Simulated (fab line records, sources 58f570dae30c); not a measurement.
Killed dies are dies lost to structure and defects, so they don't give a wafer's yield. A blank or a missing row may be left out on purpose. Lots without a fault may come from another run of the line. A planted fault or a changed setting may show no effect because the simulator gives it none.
fab line records | flow berkeley_cmos170
record lots=5 wafers=23
route steps=331 shown PVT@116 PLDD@146 NLDD@166 BACKSIDE@201 CONTACT@220 M1@238
start_h: hours from the record's first day to the start of the lot's first wafer shown | wait_h: hours since the lot's step before | " the same as in the row above | L1.1+2: a row that stands for several wafers | - no value, or no start given | * or withheld: withheld | < > ~ a bound
route shown NAME@n: a module of which the file shows steps, and the number in the route of the first | usual: mean/standard deviation of fault-free wafers | same: alike in all rows | chamber/n: place in a boat | sites: the reading at each site | _std_site: their standard deviation | _edge_site: outer sites' mean less inner sites' | radius_mm: how far each site lies from the wafer's centre | mask NAME#n: copy n | behind: the tool/chamber that last shaped the wafer | hold: why the lot was held/for how many hours/how that ended | device: the transistor (n, p or np) that didn't switch | end of line: the same wafers' tests at the end of the route | a step without rows: its recipe alone | killed: dies lost to structure and defects at the first sort, not the wafer's yield | map: a wafer's dies, x killed, . not, _ none there
set.NAME: the setting as run; set.NAME@STEP: as run at that earlier step | model.NAME: the simulator's own value behind a step, which no gauge read
lots whose settings were changed on purpose; a table a step, a row a wafer
## steps
# step UCB170_PVT_COAT_01
# recipe resist=KrF spin_rpm=1500 resist_thk_nm=900
# columns lot.wafer tool chamber start_h wait_h set.resist_thk_nm model.KrF_of_PVT_COAT_01.thk_nm
L076.1 litho_track-01 0 121.06 0.1 876 874.4
L076.2 " 0 " " 900 898.6
L076.3 " 0 " " 900 899.8
L076.4 " 0 " " 876 877.6
L076.6 " 0 " " 900 900.7
L077.1 litho_track-02 0 127.34 0.1 918.7 921.7
L077.2 " 0 " " 918.7 920.3
L077.3 " 0 " " 918.7 922
L077.4 " 0 " " 900 900
L077.6 " 0 " " 900 902.9
L081.1 litho_track-01 0 151.44 0.1 918.5 917.3
L081.2 " 0 " " 918.5 915.6
L081.4 " 0 " " 918.5 917.7
L081.5 " 0 " " 900 896.5
L081.6 " 0 " " 900 897.8
L079.1 litho_track-04 0 151.44 0.1 900 901.8
L079.2 " 0 " " 900 899.6
L079.4 " 0 " " 900 900.9
L079.5 " 0 " " 900 901.1
L079.6 " 0 " " 900 899
L083.1 litho_track-04 0 154.02 0.1 900 903.3
L083.5 " 0 " " 900 902.3
L083.6 " 0 " " 900 901.1
# step UCB170_PVT_SOFTBAKE_02
# recipe resist=KrF temp_c=130 time_s=60
# step UCB170_PVT_EXPOSE_03
# recipe mask_id=NWELL target_cd_nm=3000 na=0.5 sigma_outer=0.6 source_shape=conventional dose_mj=30
# step UCB170_PVT_IMPLANT_07
# recipe species=P dose_cm2=2e+12 energy_kev=30 tilt_deg=7
# step UCB170_PVT_STRIP_08
# recipe chemistry=O2 power_w=400 pressure_mtorr=3500 platen_temp_c=withheld o2_flow_sccm=400 overash_fraction=0.5
# usual strip_time_to_endpoint_s=21.64/0.058
# columns lot.wafer tool chamber start_h wait_h set.resist_thk_nm@PVT_COAT_01 strip_time_to_endpoint_s
L076.1 plasma_asher-04 1 122.97 0.1 876 21.01
L076.2 " 0 " " 900 21.60
L076.3 " 0 " " 900 21.61
L076.4 " 1 " " 876 21.09
L076.6 " 0 " " 900 21.65
L077.1 plasma_asher-02 0 128.21 0.1 918.7 22.15
L077.2 " 1 " " 918.7 22.12
L077.3 " 1 " " 918.7 22.15
L077.4 " 0 " " 900 21.63
L077.6 " 1 " " 900 21.70
L081.1 plasma_asher-04 0 153.20 0.1 918.5 22.02
L081.2 " 1 " " 918.5 22.01
L081.4 " 1 " " 918.5 22.05
L081.5 " 1 " " 900 21.55
L081.6 " 0 " " 900 21.57
L079.1 plasma_asher-02 0 153.28 0.1 900 21.68
L079.2 " 1 " " 900 21.62
L079.4 " 0 " " 900 21.65
L079.5 " 1 " " 900 21.65
L079.6 " 0 " " 900 21.59
L083.1 plasma_asher-03 1 155.50 0.1 900 21.69
L083.5 " 1 " " 900 21.69
L083.6 " 0 " " 900 21.64
# step UCB170_PLDD_COAT_01
# recipe resist=KrF spin_rpm=1500 resist_thk_nm=900
# columns lot.wafer tool chamber start_h wait_h set.resist_thk_nm model.KrF_of_PLDD_COAT_01.thk_nm
L076.1 litho_track-04 0 132.42 0.1 876.2 875.1
L076.2 " 0 " " 876.2 875.5
L076.3 " 0 " " 900 901.9
L076.4 " 0 " " 900 901.7
L076.6 " 0 " " 876.2 875.3
L077.1 litho_track-01 0 143.85 0.1 900 901.6
L077.2 " 0 " " 900 902.9
L077.3+4 " 0 " " 900 901.3
L077.6 " 0 " " 900 901.5
L081.1 litho_track-01 0 166.87 0.1 900 904
L081.2 " 0 " " 900 900.8
L081.4 " 0 " " 900 899.3
L081.5 " 0 " " 900 903.3
L081.6 " 0 " " 900 899.7
L079.1 litho_track-03 0 166.90 0.1 865.6 863.2
L079.2 " 0 " " 865.6 865.5
L079.4 " 0 " " 900 898.8
L079.5 " 0 " " 900 896.2
L079.6 " 0 " " 865.6 864.7
L083.1 litho_track-03 0 167.35 0.1 900 899
L083.5 " 0 " " 900 896.9
L083.6 " 0 " " 900 899.5
# step UCB170_PLDD_SOFTBAKE_02
# recipe resist=KrF temp_c=130 time_s=60
# step UCB170_PLDD_EXPOSE_03
# recipe mask_id=PSELECT na=0.5 sigma_outer=0.6 source_shape=conventional target_cd_nm=1200 dose_mj=30
# step UCB170_PLDD_IMPLANT_08
# recipe species=BF2 dose_cm2=5e+13 energy_kev=10 tilt_deg=7 rotation_deg=0
# step UCB170_PLDD_IMPLANT_09
# recipe species=BF2 dose_cm2=5e+13 energy_kev=10 tilt_deg=7 rotation_deg=180
# step UCB170_PLDD_STRIP_10
# recipe chemistry=O2 power_w=400 pressure_mtorr=3500 platen_temp_c=withheld o2_flow_sccm=400 overash_fraction=0.5
# usual strip_time_to_endpoint_s=21.63/0.054
# columns lot.wafer tool chamber start_h wait_h set.resist_thk_nm@PLDD_COAT_01 strip_time_to_endpoint_s
L076.1 plasma_asher-04 0 133.66 0.1 876.2 21.03
L076.2 " 1 " " 876.2 21.06
L076.3 " 1 " " 900 21.68
L076.4 " 0 " " 900 21.68
L076.6 " 1 " " 876.2 21.02
L077.1 plasma_asher-03 1 145.78 0.1 900 21.66
L077.2 " 0 " " 900 21.70
L077.3 " 0 " " 900 21.65
L077.4 " 1 " " 900 21.66
L077.6 " 1 " " 900 21.67
L081.1 plasma_asher-01 1 168.38 0.1 900 21.73
L081.2 " 0 " " 900 21.64
L081.4 " 1 " " 900 21.62
L081.5 " 0 " " 900 21.71
L081.6 " 1 " " 900 21.61
L079.1 plasma_asher-04 0 168.46 0.1 865.6 20.75
L079.2 " 1 " " 865.6 20.80
L079.4 " 0 " " 900 21.58
L079.5 " 1 " " 900 21.53
L079.6 " 0 " " 865.6 20.79
L083.1 plasma_asher-04 1 168.74 0.1 900 21.60
L083.5 " 1 " " 900 21.55
L083.6 " 0 " " 900 21.62
# step UCB170_NLDD_IMPLANT_08
# recipe species=As dose_cm2=5e+13 energy_kev=30 tilt_deg=7 rotation_deg=0
# columns lot.wafer tool chamber start_h wait_h set.energy_kev model.implant.rp_nm model.implant.drp_nm
L076.1+2 implanter-01 0 135.16 0.0 31.41 22.39 9.94
L076.3+4+6 " 0 " " 30 21.62 9.611
L077.1+2+3+4+6 implanter-04 0 148.44 0.0 30 21.04 9.611
L081.1+2+4+5+6 implanter-01 0 170.26 0.0 30 21.72 9.611
L079.1+6 implanter-04 0 170.38 0.0 30 21.18 9.611
L079.2+4+5 " 0 " " 29.1 20.7 9.4
L083.1+5+6 implanter-02 0 170.53 0.0 30 21.25 9.611
# step UCB170_BACKSIDE_SOFTBAKE_02
# recipe resist=KrF temp_c=130 time_s=60
# columns lot.wafer tool chamber start_h wait_h set.temp_c
L076.1+2+3+4+6 litho_track-04 0 146.89 0.1 130
L077.1+2+3 litho_track-04 0 157.33 0.1 130
L077.4+6 " 0 " " 132.9
L079.1+2+4+5+6 litho_track-04 0 179.00 0.1 130
L081.1+5 litho_track-03 0 179.24 0.1 132.4
L081.2+4+6 " 0 " " 130
L083.1+5+6 litho_track-01 0 180.66 0.1 130
# step UCB170_BACKSIDE_STRIP_03
# recipe chemistry=O2 power_w=400 pressure_mtorr=3500 platen_temp_c=withheld o2_flow_sccm=400 overash_fraction=0.5
# step UCB170_BACKSIDE_CLEAN_04
# recipe chemistry=SPM temp_c=120 time_s=600
# step UCB170_SDANNEAL_RS_MEAS_05
# recipe thk_meas_gauge=four-point-probe
# usual NLDD_RS=616.4/1.1
# columns lot.wafer tool chamber start_h wait_h set.energy_kev@NLDD_IMPLANT_08 NLDD_RS[ohm/sq]
L076.1 film_metro-03 - 147.89 0.1 31.41 613.0
L076.2 " - " " 31.41 612.8
L076.3 " - " " 30 617.6
L076.4 " - " " 30 618.4
L076.6 " - " " 30 616.5
L077.1 film_metro-01 - 158.24 0.1 30 615.2
L077.2 " - " " 30 616.2
L077.3 " - " " 30 613.6
L077.4 " - " " 30 615.0
L077.6 " - " " 30 616.4
L079.1 film_metro-01 - 179.91 0.1 30 615.2
L079.2 " - " " 29.1 619.0
L079.4 " - " " 29.1 616.4
L079.5 " - " " 29.1 618.6
L079.6 " - " " 30 615.1
L081.1 film_metro-04 - 180.15 0.1 30 617.6
L081.2 " - " " 30 617.1
L081.4 " - " " 30 617.2
L081.5 " - " " 30 615.7
L081.6 " - " " 30 617.4
L083.1 film_metro-04 - 181.66 0.1 30 616.8
L083.5 " - " " 30 616.8
L083.6 " - " " 30 617.4
# step UCB170_CONTACT_COAT_04
# recipe resist=KrF spin_rpm=1500 resist_thk_nm=900
# columns lot.wafer tool chamber start_h wait_h set.spin_rpm model.KrF_of_CONTACT_COAT_04.thk_nm
L076.1 litho_track-03 0 152.50 0.1 1500 899.1
L076.2 " 0 " " 1500 899.6
L076.3 " 0 " " 1500 898.1
L076.4 " 0 " " 1500 895.4
L076.6 " 0 " " 1500 901.1
L077.1 litho_track-01 0 160.90 0.1 1500 902.3
L077.2 " 0 " " 1500 901.4
L077.3 " 0 " " 1500 903.9
L077.4 " 0 " " 1500 902.1
L077.6 " 0 " " 1500 904.3
L079.1 litho_track-02 0 183.22 0.1 1500 898.5
L079.2 " 0 " " 1395 930.6
L079.4 " 0 " " 1500 894.8
L079.5 " 0 " " 1500 894.4
L079.6 " 0 " " 1395 931.3
L081.1 litho_track-01 0 183.22 0.1 1434 921.9
L081.2 " 0 " " 1434 919.9
L081.4 " 0 " " 1434 922.3
L081.5 " 0 " " 1500 900.2
L081.6 " 0 " " 1500 901.6
L083.1 litho_track-02 0 185.00 0.1 1500 904.8
L083.5 " 0 " " 1500 904.5
L083.6 " 0 " " 1500 901.9
# step UCB170_CONTACT_SOFTBAKE_05
# recipe resist=KrF temp_c=130 time_s=60
# step UCB170_CONTACT_STRIP_06
# recipe chemistry=O2 power_w=400 pressure_mtorr=3500 platen_temp_c=withheld o2_flow_sccm=400 overash_fraction=0.5
# usual strip_time_to_endpoint_s=21.95/0.067
# columns lot.wafer tool chamber start_h wait_h set.spin_rpm@CONTACT_COAT_04 strip_time_to_endpoint_s
L076.1 plasma_asher-03 0 152.80 0.1 1500 21.94
L076.2 " 1 " " 1500 21.96
L076.3 " 0 " " 1500 21.95
L076.4 " 1 " " 1500 21.86
L076.6 " 0 " " 1500 22.00
L077.1 plasma_asher-01 1 161.20 0.1 1500 22.02
L077.2 " 0 " " 1500 22.00
L077.3 " 1 " " 1500 22.06
L077.4 " 0 " " 1500 22.04
L077.6 " 0 " " 1500 22.06
L079.1 plasma_asher-01 1 183.52 0.1 1500 21.93
L079.2 " 0 " " 1395 22.69
L079.4 " 1 " " 1500 21.83
L079.5 " 0 " " 1500 21.83
L079.6 " 1 " " 1395 22.72
L081.1 plasma_asher-03 1 183.52 0.1 1434 22.50
L081.2 " 0 " " 1434 22.44
L081.4 " 0 " " 1434 22.49
L081.5 " 0 " " 1500 21.97
L081.6 " 1 " " 1500 22.01
L083.1 plasma_asher-01 1 185.30 0.1 1500 22.08
L083.5 " 1 " " 1500 22.08
L083.6 " 0 " " 1500 22.02
# step UCB170_CONTACT_EXPOSE_12
# recipe mask_id=CONT target_cd_nm=700 na=0.5 sigma_outer=0.6 source_shape=conventional dose_mj=35
# columns lot.wafer tool chamber start_h wait_h mask set.dose_mj
L076.1+3 krf_scanner-02 0 154.19 - CONT#0 33.08
L076.2+4+6 " 0 " " CONT#0 35
L077.1+3 krf_scanner-02 0 161.99 - CONT#0 32.49
L077.2+4+6 " 0 " " CONT#0 35
L079.1+2 krf_scanner-01 0 184.31 - CONT#0 35
L079.4+5+6 " 0 " " CONT#0 33.8
L081.1+2+4+5+6 krf_scanner-01 0 184.43 - CONT#0 35
L083.1+5+6 krf_scanner-02 0 186.46 - CONT#0 35
# step UCB170_CONTACT_PEB_13
# recipe peb_temp_c=130 peb_time_s=withheld resist=KrF
# step UCB170_CONTACT_DEVELOP_14
# recipe developer=TMAH develop_time_s=45 resist=KrF dev_temp_c=21
# step UCB170_CONTACT_CD_MEAS_15
# recipe target_cd_nm=700
# usual cd_nm=700.7/1.3
# columns lot.wafer tool chamber start_h wait_h set.dose_mj@CONTACT_EXPOSE_12 cd_nm
L076.1 cd_sem-02 - 154.82 - 33.08 690.4
L076.2 " - " " 35 701.3
L076.3 " - " " 33.08 692.1
L076.4 " - " " 35 702.0
L076.6 " - " " 35 700.5
L077.1 cd_sem-01 - 162.38 - 32.49 688.9
L077.2 " - " " 35 701.9
L077.3 " - " " 32.49 690.2
L077.4 " - " " 35 701.5
L077.6 " - " " 35 701.2
L079.1 cd_sem-02 - 184.70 - 35 698.9
L079.2 " - " " 35 699.4
L079.4 " - " " 33.8 693.6
L079.5 " - " " 33.8 695.4
L079.6 " - " " 33.8 693.8
L081.1 cd_sem-01 - 184.87 - 35 698.5
L081.2 " - " " 35 697.5
L081.4 " - " " 35 697.8
L081.5 " - " " 35 696.9
L081.6 " - " " 35 700.1
L083.1 cd_sem-02 - 187.03 - 35 699.2
L083.5 " - " " 35 698.3
L083.6 " - " " 35 699.2
# step UCB170_CONTACT_ETCH_17
# recipe chemistry=N2/H2 target_depth_a=withheld overetch_a=withheld target=BARC time_s=withheld source_w=500 bias_w=100 pressure_mtorr=30 n2_flow_sccm=100 h2_flow_sccm=200
# columns lot.wafer tool chamber start_h wait_h set.dose_mj@CONTACT_EXPOSE_12 model.CONTACT.cd_nm
L076.1 rie_diel-04 3 154.97 0.0 33.08 689.7
L076.2 " 0 " " 35 701.2
L076.3 " 2 " " 33.08 692.3
L076.4 " 1 " " 35 700.9
L076.6 " 0 " " 35 700.8
L077.1 rie_diel-04 2 162.54 0.0 32.49 689.1
L077.2 " 0 " " 35 702.3
L077.3 " 1 " " 32.49 689.2
L077.4 " 3 " " 35 700.8
L077.6 " 1 " " 35 700.5
L079.1 rie_diel-01 1 184.86 0.0 35 698.1
L079.2 " 3 " " 35 699.1
L079.4 " 2 " " 33.8 692.8
L079.5 " 1 " " 33.8 694.6
L079.6 " 0 " " 33.8 691.9
L081.1 rie_diel-02 3 185.03 0.0 35 698.7
L081.2 " 2 " " 35 697.6
L081.4 " 0 " " 35 698.2
L081.5 " 1 " " 35 696.6
L081.6 " 0 " " 35 700.4
L083.1 rie_diel-04 2 187.19 0.0 35 698.9
L083.5 " 3 " " 35 697.5
L083.6 " 2 " " 35 699.4
# step UCB170_CONTACT_ETCH_18
# recipe chemistry=CHF3/CF4/Ar target=PSG stop_on=TiSi2 CHF3_flow_sccm=45 cf4_flow_sccm=15 Ar_flow_sccm=150 pressure_mtorr=200 rf_w=700 target_depth_a=8400 over_etch_frac=0.2 time_s=195
# step UCB170_CONTACT_STRIP_19
# recipe chemistry=O2 power_w=400 pressure_mtorr=3500 platen_temp_c=withheld o2_flow_sccm=400 overash_fraction=0.5
# step UCB170_CONTACT_CD_MEAS_90
# recipe target_cd_nm=700
# usual cd_nm=700.5/1.4
# columns lot.wafer tool chamber start_h wait_h set.dose_mj@CONTACT_EXPOSE_12 cd_nm
L076.1 cd_sem-02 - 155.24 0.1 33.08 689.6
L076.2 " - " " 35 700.9
L076.3 " - " " 33.08 691.8
L076.4 " - " " 35 700.3
L076.6 " - " " 35 701.2
L077.1 cd_sem-02 - 162.81 0.1 32.49 689.5
L077.2 " - " " 35 702.0
L077.3 " - " " 32.49 688.3
L077.4 " - " " 35 700.1
L077.6 " - " " 35 700.0
L079.1 cd_sem-02 - 185.13 0.1 35 697.2
L079.2 " - " " 35 700.9
L079.4 " - " " 33.8 692.5
L079.5 " - " " 33.8 694.4
L079.6 " - " " 33.8 691.7
L081.1 cd_sem-01 - 185.30 0.1 35 699.6
L081.2 " - " " 35 698.6
L081.4 " - " " 35 698.9
L081.5 " - " " 35 697.5
L081.6 " - " " 35 701.1
L083.1 cd_sem-02 - 187.45 0.1 35 699.2
L083.5 " - " " 35 697.7
L083.6 " - " " 35 699.7
# step UCB170_M1_SPUTTER_00
# recipe material=Al target_thk_nm=600 time_s=80 power_w=6000 chamber_pressure_pa=0.5
# columns lot.wafer tool chamber start_h wait_h set.power_w model.Al_of_M1_SPUTTER_00.thk_nm
L076.1 pvd_sputter-02 - 155.53 0.0 6000 591.8
L076.2 " - " " 6000 600.4
L076.3 " - " " 6192 623.6
L076.4 " - " " 6192 608.3
L076.6 " - " " 6000 591.1
L077.1 pvd_sputter-04 - 163.10 0.0 6000 617.9
L077.2 " - " " 6000 606.6
L077.3 " - " " 5612 572.1
L077.4 " - " " 5612 575.8
L077.6 " - " " 5612 568.8
L079.1 pvd_sputter-03 - 185.54 0.0 6000 602.8
L079.2 " - " " 6000 613.2
L079.4 " - " " 6000 603.6
L079.5 " - " " 6000 607
L079.6 " - " " 6000 597.4
L081.1 pvd_sputter-04 - 185.71 0.0 6000 593.1
L081.2 " - " " 6000 606.9
L081.4 " - " " 6000 596.3
L081.5 " - " " 6000 595.2
L081.6 " - " " 6000 595.1
L083.1 pvd_sputter-04 - 187.75 0.0 6000 608.3
L083.5 " - " " 6000 598.3
L083.6 " - " " 6000 592.4
# step UCB170_M1_RS_MEAS_01
# recipe thk_meas_gauge=four-point-probe reads=Al_of_M1_SPUTTER_00
# usual M1_AL_RS=0.0485/0.00066
# columns lot.wafer tool chamber start_h wait_h set.power_w@M1_SPUTTER_00 M1_AL_RS[ohm/sq]
L076.1 film_metro-04 - 155.60 0.0 6000 0.0492
L076.2 " - " " 6000 0.0485
L076.3 " - " " 6192 0.0467
L076.4 " - " " 6192 0.0478
L076.6 " - " " 6000 0.0492
L077.1 film_metro-01 - 163.16 0.0 6000 0.0471
L077.2 " - " " 6000 0.0480
L077.3 " - " " 5612 0.0509
L077.4 " - " " 5612 0.0506
L077.6 " - " " 5612 0.0513
L079.1 film_metro-01 - 185.60 0.0 6000 0.0484
L079.2 " - " " 6000 0.0475
L079.4 " - " " 6000 0.0482
L079.5 " - " " 6000 0.0479
L079.6 " - " " 6000 0.0488
L081.1 film_metro-03 - 185.77 0.0 6000 0.0492
L081.2 " - " " 6000 0.0480
L081.4 " - " " 6000 0.0489
L081.5 " - " " 6000 0.0489
L081.6 " - " " 6000 0.0489
L083.1 film_metro-04 - 187.81 0.0 6000 0.0478
L083.5 " - " " 6000 0.0487
L083.6 " - " " 6000 0.0492
# step UCB170_M1_THK_MEAS_02
# recipe thk_meas_gauge=xrf reads=Al_of_M1_SPUTTER_00
# usual M1_AL_THK=597/9.1
# columns lot.wafer tool chamber start_h wait_h set.power_w@M1_SPUTTER_00 M1_AL_THK[nm]
L076.1 film_metro-04 - 155.72 0.1 6000 586
L076.2 " - " " 6000 593
L076.3 " - " " 6192 618
L076.4 " - " " 6192 601
L076.6 " - " " 6000 586
L077.1 film_metro-01 - 163.28 0.1 6000 616
L077.2 " - " " 6000 603
L077.3 " - " " 5612 571
L077.4 " - " " 5612 573
L077.6 " - " " 5612 565
L079.1 film_metro-01 - 185.72 0.1 6000 602
L079.2 " - " " 6000 609
L079.4 " - " " 6000 601
L079.5 " - " " 6000 604
L079.6 " - " " 6000 597
L081.1 film_metro-03 - 185.89 0.1 6000 587
L081.2 " - " " 6000 600
L081.4 " - " " 6000 591
L081.5 " - " " 6000 589
L081.6 " - " " 6000 587
L083.1 film_metro-04 - 187.93 0.1 6000 603
L083.5 " - " " 6000 591
L083.6 " - " " 6000 587
## key
split step=UCB170_PVT_COAT_01 setting=resist_thk_nm stated=900 by=wafer
response step=UCB170_PVT_COAT_01 reading=model.KrF_of_PVT_COAT_01.thk_nm change=+9.27 per=1% r=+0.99
response step=UCB170_PVT_STRIP_08 reading=strip_time_to_endpoint_s change=* per=1% r=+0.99
split step=UCB170_PLDD_COAT_01 setting=resist_thk_nm stated=900 by=wafer
response step=UCB170_PLDD_COAT_01 reading=model.KrF_of_PLDD_COAT_01.thk_nm change=+9.08 per=1% r=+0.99
response step=UCB170_PLDD_STRIP_10 reading=strip_time_to_endpoint_s change=* per=1% r=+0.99
split step=UCB170_NLDD_IMPLANT_08 setting=energy_kev stated=30 by=wafer
response step=UCB170_NLDD_IMPLANT_08 reading=model.implant.rp_nm change=+0.164 per=1% r=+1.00
response step=UCB170_NLDD_IMPLANT_08 reading=model.implant.drp_nm change=+0.0702 per=1% r=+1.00
response step=UCB170_SDANNEAL_RS_MEAS_05 reading=NLDD_RS change=-0.964 per=1% r=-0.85
split step=UCB170_BACKSIDE_SOFTBAKE_02 setting=temp_c stated=130 by=wafer
response none clear
split step=UCB170_CONTACT_COAT_04 setting=spin_rpm stated=1500 by=wafer
response step=UCB170_CONTACT_COAT_04 reading=model.KrF_of_CONTACT_COAT_04.thk_nm change=-4.9 per=1% r=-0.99
response step=UCB170_CONTACT_STRIP_06 reading=strip_time_to_endpoint_s change=* per=1% r=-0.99
split step=UCB170_CONTACT_EXPOSE_12 setting=dose_mj stated=35 by=wafer
response step=UCB170_CONTACT_CD_MEAS_15 reading=cd_nm change=+1.69 per=1% r=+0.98
response step=UCB170_CONTACT_ETCH_17 reading=model.CONTACT.cd_nm change=+1.71 per=1% r=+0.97
response step=UCB170_CONTACT_CD_MEAS_90 reading=cd_nm change=+1.73 per=1% r=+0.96
split step=UCB170_M1_SPUTTER_00 setting=power_w stated=6000 by=wafer
response step=UCB170_M1_SPUTTER_00 reading=model.Al_of_M1_SPUTTER_00.thk_nm change=+6.3 per=1% r=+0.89
response step=UCB170_M1_RS_MEAS_01 reading=M1_AL_RS change=-0.000528 per=1% r=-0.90
response step=UCB170_M1_THK_MEAS_02 reading=M1_AL_THK change=+6.24 per=1% r=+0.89
